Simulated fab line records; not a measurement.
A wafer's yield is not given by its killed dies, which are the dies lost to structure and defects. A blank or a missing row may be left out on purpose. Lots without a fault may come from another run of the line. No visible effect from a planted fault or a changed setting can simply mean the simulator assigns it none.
fab line records	flow ritCmos
record: lots: 6	wafers: 18	lastDay: 7
route steps=202 shown ACTIVE@2 M1@202
lots that met no fault: from a run of the same line without faults
startH: hours from the record's opening day to when the first of the lot's shown wafers began	waitH: how many hours have passed since the lot's step before this one	" identical to the entry in the row above	L1.1+2: a row that stands for several wafers	- no value, or no start was given	* or withheld: withheld	< > ~ a bound
route shown NAME@n: names a module that has steps shown in the file, with the first one's number in the route	usual: mean/standard deviation of fault-free wafers	same: alike in all rows	chamber/n: place in a boat	sites: readings site by site	_std_site: their standard deviation	_edge_site: mean of outer sites minus mean of inner sites	radiusMm: for every site, how far away it sits from the centre of the wafer	mask NAME#n: copy n	behind: the tool/chamber that last shaped the wafer	hold: the reason the lot was held/the length of the hold in hours/how it ended	device: names the non-switching transistor (n, p or np)	end of line: the tests these same wafers got at the end of their route	step lacking rows: just its recipe	killed: at the first sort, the dies lost to defects and structure; wafer yield is something else	map: the dies of a wafer, with x for killed, . for not killed, _ for no die there
set.NAME: the setting the step ran with; set.NAME@STEP: the setting that earlier step ran with	model.NAME: the simulator's own value behind a step, which no gauge read
a table for each step, a row for each wafer; lots at some steps of the route
services: the hour from which a tool's chamber was out of use, counted from the record's first day as startH (under 0 if before that day), plus the number of hours and why
== steps ==
step: RIT_ACTIVE_OXIDATION_01
recipe: tempC: 1000	ambient: O2	targetThkA: 468	oxTimeS: 3360
step: RIT_ACTIVE_THK_MEAS_02
recipe: reads: SiO2_of_ACTIVE_OXIDATION_01
usual: ACTIVE_OXIDE_THK: 46.8/0.86
lot.wafer	tool	chamber	startH	waitH	ACTIVE_OXIDE_THK[nm]
L807.1	filmMetro-04	-	27.82	0.0	46.4
L807.2	"	-	"	"	46.4
L807.5	"	-	"	"	46.0
L814.2	filmMetro-02	-	63.58	0.0	47.0
L814.5	"	-	"	"	47.2
L814.6	"	-	"	"	46.3
L818.1	filmMetro-03	-	82.50	0.0	46.5
L818.2	"	-	"	"	47.2
L818.6	"	-	"	"	48.1
L822.1	filmMetro-02	-	102.91	0.0	46.1
L822.3	"	-	"	"	47.0
L822.5	"	-	"	"	47.1
L823.1	filmMetro-02	-	107.39	0.0	46.0
L823.3	"	-	"	"	47.4
L823.5	"	-	"	"	46.4
L824.1	filmMetro-02	-	112.38	0.0	46.4
L824.3	"	-	"	"	45.9
L824.6	"	-	"	"	46.9
step: RIT_ACTIVE_CVD_03
recipe: material: Si3N4	targetThkNm: 150	tempC: 810	precursor: SiH2Cl2/NH3	timeS: 1500	pressureMtorr: 300	sih2cl2FlowSccm: 60	nh3FlowSccm: 150
step: RIT_ACTIVE_THK_MEAS_04
recipe: reads: Si3N4_of_ACTIVE_CVD_03
usual: ACTIVE_NITRIDE_THK: 150.2/1.2
lot.wafer	tool	chamber	startH	waitH	ACTIVE_NITRIDE_THK[nm]
L807.1	filmMetro-02	-	29.30	0.0	150.5
L807.2	"	-	"	"	150.7
L807.5	"	-	"	"	149.5
L814.2	filmMetro-03	-	65.06	0.0	150.0
L814.5	"	-	"	"	149.3
L814.6	"	-	"	"	149.8
L818.1	filmMetro-02	-	83.97	0.0	148.3
L818.2	"	-	"	"	147.0
L818.6	"	-	"	"	147.9
L822.1	filmMetro-03	-	104.39	0.0	150.5
L822.3	"	-	"	"	149.0
L822.5	"	-	"	"	150.9
L823.1	filmMetro-04	-	109.58	0.0	149.6
L823.3	"	-	"	"	149.8
L823.5	"	-	"	"	150.0
L824.1	filmMetro-03	-	113.86	0.0	150.2
L824.3	"	-	"	"	151.8
L824.6	"	-	"	"	148.4
step: RIT_ACTIVE_HMDS_05
recipe: primeTimeS: 60	primeTempC: 140
step: RIT_ACTIVE_COAT_06
recipe: resist: NOVOLAK	spinRpm: 3250	resistThkNm: 1000
step: RIT_ACTIVE_SOFTBAKE_07
recipe: resist: NOVOLAK	tempC: 90	timeS: 60
step: RIT_ACTIVE_EXPOSE_08
recipe: maskId: M1	na: 0.6	sourceShape: conventional	sigmaOuter: 0.6	targetCdNm: 1400	doseMj: 225
step: RIT_ACTIVE_PEB_09
recipe: resist: NOVOLAK	tempC: withheld	timeS: withheld
step: RIT_ACTIVE_DEVELOP_10
recipe: resist: NOVOLAK	developTimeS: 50	devTempC: 23
step: RIT_ACTIVE_CD_MEAS_11
recipe: targetCdNm: 1400
usual: cdNm: 1400.3/2.3
lot.wafer	tool	chamber	startH	waitH	cdNm
L807.1	cdSem-02	-	30.33	-	1397.3
L807.2	"	-	"	"	1394.3
L807.5	"	-	"	"	1395.1
L814.2	cdSem-02	-	66.25	-	1399.6
L814.5	"	-	"	"	1397.3
L814.6	"	-	"	"	1398.0
L818.1	cdSem-02	-	84.88	-	1397.6
L818.2	"	-	"	"	1398.7
L818.6	"	-	"	"	1397.4
L822.1	cdSem-01	-	105.43	-	1403.5
L822.3	"	-	"	"	1402.1
L822.5	"	-	"	"	1401.7
L823.1	cdSem-02	-	110.68	-	1397.9
L823.3	"	-	"	"	1397.7
L823.5	"	-	"	"	1399.3
L824.1	cdSem-02	-	114.87	-	1403.3
L824.3	"	-	"	"	1401.2
L824.6	"	-	"	"	1400.7
step: RIT_ACTIVE_HARDBAKE_12
recipe: resist: NOVOLAK	tempC: 140	timeS: 60
step: RIT_ACTIVE_ETCH_13
recipe: stopOn: SiO2	chemistry: SF6	target: Si3N4	timeS: 210	overEtchFrac: 0.4	SF6_flow_sccm: 200	pressureMtorr: 260	rfW: 125	targetDepthA: 2100
usual: chamberPressureMTorr: 259.99/0.25	drypumpMotorCurrentA: 5.6/0.53	oesProductAu: 0.815/0.014	overEtchFrac: 0.4/0	rfFwdPowerW: 124.6/0.39	throttleValvePct: 7.49/0.13
lot.wafer	tool	chamber	startH	waitH	chamberPressureMTorr	drypumpMotorCurrentA	oesProductAu	overEtchFrac	rfFwdPowerW	rfHoursCounterH	throttleValvePct	model.NOVOLAK_of_ACTIVE_COAT_06.thkNm
L807.1	rieDiel-01	3	30.60	0.1	260.05	5.2	0.820	0.4	124.4	77	7.48	662.2
L807.2	"	1	"	"	259.73	5.6	0.816	0.4	125.2	35	7.46	661.4
L807.5	"	1	"	"	260.19	5.6	0.819	0.4	125.1	-	7.46	659.3
L814.2	rieDiel-04	3	66.50	0.1	260.15	6.8	0.825	0.4	125.0	85	7.41	651.6
L814.5	"	0	"	"	259.92	5.7	0.820	0.4	124.3	-	7.47	665.3
L814.6	"	1	"	"	259.78	5.6	0.811	0.4	124.2	-	7.76	671.6
L818.1	rieDiel-01	3	85.15	0.1	259.92	5.2	0.900	0.17899	124.5	78	7.48	698.2
L818.2	"	1	"	"	259.49	5.6	0.799	0.4	124.8	36	7.45	656.3
L818.6	"	0	"	"	259.97	5.4	0.821	0.4	125.2	-	7.38	655.7
L822.1	rieDiel-01	3	105.70	0.1	259.79	5.2	0.905	0.17899	125.1	78	7.48	697.8
L822.3	"	1	"	"	260.09	5.6	0.815	0.4	124.7	37	7.46	652.3
L822.5	"	2	"	"	259.66	5.3	0.794	0.4	124.7	-	7.57	658.3
L823.1	rieDiel-02	0	110.95	0.1	259.34	4.9	0.798	0.4	125.2	6	7.21	654.8
L823.3	"	3	"	"	260.02	5.5	0.817	0.4	124.3	132	7.47	650.1
L823.5	"	2	"	"	259.73	5.1	0.823	0.4	125.0	-	7.62	652.7
L824.1	rieDiel-02	2	115.22	0.1	260.28	5.1	0.831	0.4	124.8	119	7.62	655.7
L824.3	"	3	"	"	259.88	5.6	0.824	0.4	124.6	133	7.46	659.8
L824.6	"	0	"	"	260.00	4.9	0.790	0.4	124.5	-	7.22	659.6
step: RIT_ACTIVE_STRIP_14
recipe: chemistry: O2	timeS: 180	resist: NOVOLAK	platenTempC: withheld	powerW: 500	pressureMtorr: 4000	o2FlowSccm: 4000
usual: chamberPressureMTorr: 4000/3.3	drypumpMotorCurrentA: 5.70/0.27
lot.wafer	tool	chamber	startH	waitH	chamberPressureMTorr	drypumpMotorCurrentA	rfHoursCounterH
L807.1	plasmaAsher-01	0	30.74	0.1	3998	5.32	40
L807.2	"	1	"	"	3999	5.51	40
L807.5	"	1	"	"	3999	5.52	-
L814.2	plasmaAsher-03	0	66.64	0.1	3999	5.54	41
L814.5	"	0	"	"	4007	5.53	-
L814.6	"	1	"	"	4001	5.99	-
L818.1	plasmaAsher-03	1	85.29	0.1	3998	6.01	42
L818.2	"	0	"	"	3998	5.54	42
L818.6	"	1	"	"	3998	5.98	-
L822.1	plasmaAsher-04	1	105.83	0.1	4000	6.10	32
L822.3	"	0	"	"	3996	5.54	-
L822.5	"	0	"	"	4000	5.56	-
L823.1	plasmaAsher-04	0	111.08	0.1	4003	5.57	32
L823.3	"	0	"	"	4000	5.62	-
L823.5	"	0	"	"	4004	5.55	-
L824.1	plasmaAsher-04	0	115.36	0.1	4002	5.53	33
L824.3	"	0	"	"	3997	5.52	-
L824.6	"	0	"	"	4001	5.52	-
step: RIT_M1_PROBE_99
usual: killedAtContacts: 0.1/0.27	killedAtFrontEnd: 7/3.1	killedDies: 7/3.1	killedOnRim: 1.8/1.5	killedOpen: 3.3/2.1	killedShort: 3.5/2
same: grossDies: 264	killed_at_M0_to_M3: 0	killed_at_M4_up: 0	killedAtBackSide: 0	killedAtOther: 0
lot.wafer	tool	chamber	startH	waitH	killedAtContacts	killedAtFrontEnd	killedDies	killedOnRim	killedOpen	killedShort
L807.1	prober-01	-	75.79	0.1	0	10	10	3	8	2
L807.2	prober-01	-	75.84	0.1	1	6	7	0	4	3
L807.5	prober-01	-	75.99	0.2	0	10	10	3	2	8
L814.2	prober-02	-	113.12	0.1	0	8	8	0	3	5
L814.5	prober-02	-	113.27	0.2	0	5	5	3	2	3
L814.6	prober-02	-	113.32	0.2	0	2	2	1	0	2
L818.1	prober-02	-	132.27	0.1	0	12	12	1	9	3
L818.2	prober-02	-	132.32	0.1	0	13	13	4	7	6
L818.6	prober-02	-	132.52	0.2	0	3	3	3	2	1
L822.1	prober-02	-	152.09	0.1	0	4	4	1	2	2
L822.3	prober-02	-	152.19	0.2	0	10	10	5	2	8
L822.5	prober-02	-	152.29	0.2	0	10	10	5	4	6
L824.1	prober-01	-	163.24	0.1	0	3	3	2	1	2
L824.3	prober-01	-	163.34	0.2	0	11	11	4	4	7
L824.6	prober-01	-	163.49	0.2	0	7	7	1	5	2
killed by level:class
L807.1 SILICIDE:geometricParticle:open=3 GATE:geometricParticle:open=2 SPACER:geometricParticle:open=2 FOX2:geometricParticle:open=1 GATE:geometricParticle:short=1 SILICIDE:geometricParticle:short=1
L807.2 SILICIDE:geometricParticle:open=2 FOX2:geometricParticle:short=1 REOX:geometricParticle:short=1 SPACER:geometricParticle:open=1 SILICIDE:geometricParticle:short=1 CONTACT:geometricParticle:open=1
L807.5 GATE:geometricParticle:short=2 SILICIDE:geometricParticle:short=2 FOX1:geometricParticle:open=1 FOX1:geometricParticle:short=1 FOX2:geometricParticle:short=1 REOX:geometricParticle:short=1 SPACER:geometricParticle:short=1 SPACER:geometricParticle:open=1
L814.2 GATE:geometricParticle:open=2 GATE:geometricParticle:short=2 FOX2:geometricParticle:short=1 REOX:geometricParticle:short=1 SPACER:geometricParticle:open=1 SILICIDE:geometricParticle:short=1
L814.5 GATE:geometricParticle:short=2 GATE:geometricParticle:open=1 REOX:geometricParticle:open=1 REOX:geometricParticle:short=1
L814.6 GATE:geometricParticle:short=1 SPACER:geometricParticle:short=1
L818.1 GATE:geometricParticle:open=3 SILICIDE:geometricParticle:open=3 FOX2:geometricParticle:open=2 GATE:geometricParticle:short=1 REOX:geometricParticle:open=1 SPACER:geometricParticle:short=1 SILICIDE:geometricParticle:short=1
L818.2 FOX2:geometricParticle:open=3 GATE:geometricParticle:short=2 SPACER:geometricParticle:open=2 GATE:geometricParticle:open=2 SPACER:geometricParticle:short=2 FOX1:geometricParticle:short=1 SILICIDE:geometricParticle:short=1
L818.6 REOX:geometricParticle:open=1 SILICIDE:geometricParticle:short=1 SILICIDE:geometricParticle:open=1
L822.1 SPACER:geometricParticle:open=2 GATE:geometricParticle:short=1 SPACER:geometricParticle:short=1
L822.3 FOX1:geometricParticle:short=5 GATE:geometricParticle:open=2 SPACER:geometricParticle:short=2 GATE:geometricParticle:short=1
L822.5 GATE:geometricParticle:short=4 FOX1:geometricParticle:open=2 FOX1:geometricParticle:short=2 GATE:geometricParticle:open=1 REOX:geometricParticle:open=1
L824.1 FOX2:geometricParticle:short=1 REOX:geometricParticle:open=1 SPACER:geometricParticle:short=1
L824.3 FOX2:geometricParticle:short=3 GATE:geometricParticle:open=3 SPACER:geometricParticle:short=3 GATE:geometricParticle:short=1 REOX:geometricParticle:open=1
L824.6 GATE:geometricParticle:open=3 FOX1:geometricParticle:short=1 FOX2:geometricParticle:open=1 REOX:geometricParticle:open=1 SILICIDE:geometricParticle:short=1
== services ==
tool	chamber	startH	hours	kind
rieDiel-02	2	7.61	2.0	repair
rieDiel-02	2	11.10	1.8	repair
rieDiel-04	1	47.57	5.1	repair
rieDiel-02	0	49.54	5.2	repair
rieDiel-02	-	56.05	0.4	repair
rieDiel-04	2	63.02	-	clean
rieDiel-04	2	63.02	15.6	scheduledDown
rieDiel-04	2	63.02	15.6	ventCycle
rieDiel-01	3	63.98	7.8	repair
rieDiel-02	-	64.35	0.7	repair
rieDiel-04	0	76.60	4.9	repair
rieDiel-04	1	82.63	4.9	repair
plasmaAsher-01	-	103.58	5.6	repair
plasmaAsher-01	-	109.20	9.0	pm
plasmaAsher-01	0	109.20	9.0	ventCycle
plasmaAsher-01	1	109.20	9.0	ventCycle
rieDiel-01	1	114.14	8.1	repair
== key ==
firstSign: step: RIT_ACTIVE_ETCH_13	reading: overEtchFrac	direction: down	sigmas: 99+	usual: 0.4	struck: 0.17899
effect: step: RIT_ACTIVE_ETCH_13	reading: oesProductAu	direction: up	sigmas: 6	usual: 0.815	struck: 0.902
modelEffect: step: RIT_ACTIVE_ETCH_13	value: NOVOLAK_of_ACTIVE_COAT_06.thkNm	without: 662.4	struck: 698
metAt RIT_ACTIVE_ETCH_13
struckWafers L818.1,L822.1
testerLeftOut L818,L822
onsetBetween 30.60 85.15
fault: kind: processParameterDrift	tool: rieDiel-01	chamber: 3	onsetH: 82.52	steps: RIT_ACTIVE_ETCH_13	channel: overEtchFrac	offset: -0.22101	shape: step	endH: 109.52	stated: 0.4
testerLeftOut: of these lots the tester's yield and bins aren't shown, on N5 and GAA mostly nor the transistor test; their killed dies are dies lost to structure and defects alone, not to doping, threshold or leakage, so they don't give the yield
